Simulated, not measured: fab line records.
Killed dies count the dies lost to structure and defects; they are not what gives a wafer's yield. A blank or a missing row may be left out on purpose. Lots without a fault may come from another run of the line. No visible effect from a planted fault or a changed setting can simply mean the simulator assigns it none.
Which of the tools did it? + flow rit-cmos + 14 lots, 42 wafers sampled, at 2 steps of a route of 202

## WHAT EACH GAUGE READ, for each wafer
The record holds no reading of a measuring or inspecting step that can be judged against a usual standard deviation.

## WHICH TOOL RAN EACH LOT (tool, then ch and the chambers of the sampled wafers, then the start)
| lot  | RIT_NWELL_IMPLANT_08           | RIT_M1_PROBE_99        |
|------|--------------------------------|------------------------|
| L428 | implanter-04 ch 0, day 2 08:23 | -                      |
| L427 | implanter-01 ch 0, day 2 08:39 | -                      |
| L429 | implanter-01 ch 0, day 2 18:47 | -                      |
| L430 | implanter-01 ch 0, day 2 23:15 | -                      |
| L431 | implanter-04 ch 0, day 3 05:55 | prober-02, day 5 01:08 |
| L432 | implanter-01 ch 0, day 3 12:34 | -                      |
| L435 | implanter-01 ch 0, day 3 21:33 | -                      |
| L436 | implanter-04 ch 0, day 4 02:53 | -                      |
| L439 | implanter-04 ch 0, day 4 14:43 | -                      |
| L440 | implanter-04 ch 0, day 4 20:37 | -                      |
| L442 | implanter-03 ch 0, day 5 06:53 | -                      |
| L443 | implanter-01 ch 0, day 5 10:07 | -                      |
| L445 | implanter-03 ch 0, day 5 20:59 | -                      |
| L449 | implanter-03 ch 0, day 6 18:22 | -                      |
- RIT_NWELL_IMPLANT_08
- RIT_M1_PROBE_99

## WHAT THE TOOLS THEMSELVES READ (means of the sampled wafers that have a number; where no wafer has one, the mark that the record gives instead)
RIT_NWELL_IMPLANT_08.
| lot  | tool         | tilt-deg (degrees) |
|------|--------------|--------------------|
| L428 | implanter-04 | 6.994              |
| L427 | implanter-01 | 7.020              |
| L429 | implanter-01 | 7.008              |
| L430 | implanter-01 | 7.006              |
| L431 | implanter-04 | 6.977              |
| L432 | implanter-01 | 7.004              |
| L435 | implanter-01 | 7.017              |
| L436 | implanter-04 | 7.002              |
| L439 | implanter-04 | 8.274              |
| L440 | implanter-04 | 8.277              |
| L442 | implanter-03 | 6.990              |
| L443 | implanter-01 | 6.988              |
| L445 | implanter-03 | 7.017              |
| L449 | implanter-03 | 7.028              |

RIT_M1_PROBE_99.
| lot  | tool      | killed-at-contacts | killed-at-front-end | killed-dies | killed-open | killed-short |
|------|-----------|--------------------|---------------------|-------------|-------------|--------------|
| L431 | prober-02 | 0.0                | 8                   | 8           | 4.0         | 4.0          |

## THE ANSWER, worked out from the rows above alone
Rule: what is usual is taken from the lots themselves. Put in order of their means at a reading, lots are off if they are a third of the lots or fewer, leave a main group of 4 or more, and stand apart from it by a gap of 3 or more times the standard deviation of the main group's means; of several such gaps the widest counts. Not used: any main group whose means are identical at the precision the tables above print for the reading. A lot without any number at a reading at which 4 lots or more have one is off too. All remaining lots with rows at the step are treated as sound. The gauges are gone through in route order, then the tools' own readings, and for those a lot's mean is taken as printed above. At the first step where some lot is off, the reading lying furthest off is the one used; lots without a number count as furthest.
Off: L439, L440, at RIT_NWELL_IMPLANT_08 (tilt-deg). The main group: mean 7.004 degrees, standard deviation 0.014.
If a tool, at that step or one of the process steps before it, ran each lot that is off and ran no sound lot following the first of them, it fits. One fits: implanter-04 at RIT_NWELL_IMPLANT_08. Its last sound lot is L436 (day 4 02:53), its first lot that is off L439 (day 4 14:43): a fault that began between those two fits.
The tool's own readings at RIT_NWELL_IMPLANT_08 bear it out: on the lots that are off they differ by more than 5 times the standard deviation of the sound lots' means. tilt-deg reads 8.275 degrees there against 7.004 degrees on the sound lots.

## WHAT THE SIMULATOR PUT IN
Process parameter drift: implanter-04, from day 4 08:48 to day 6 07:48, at RIT_NWELL_IMPLANT_08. The setting tilt-deg was moved by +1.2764, starting from 7. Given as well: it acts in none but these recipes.
Struck lots among those shown: L439, L440. The rule given above showed the same thing.
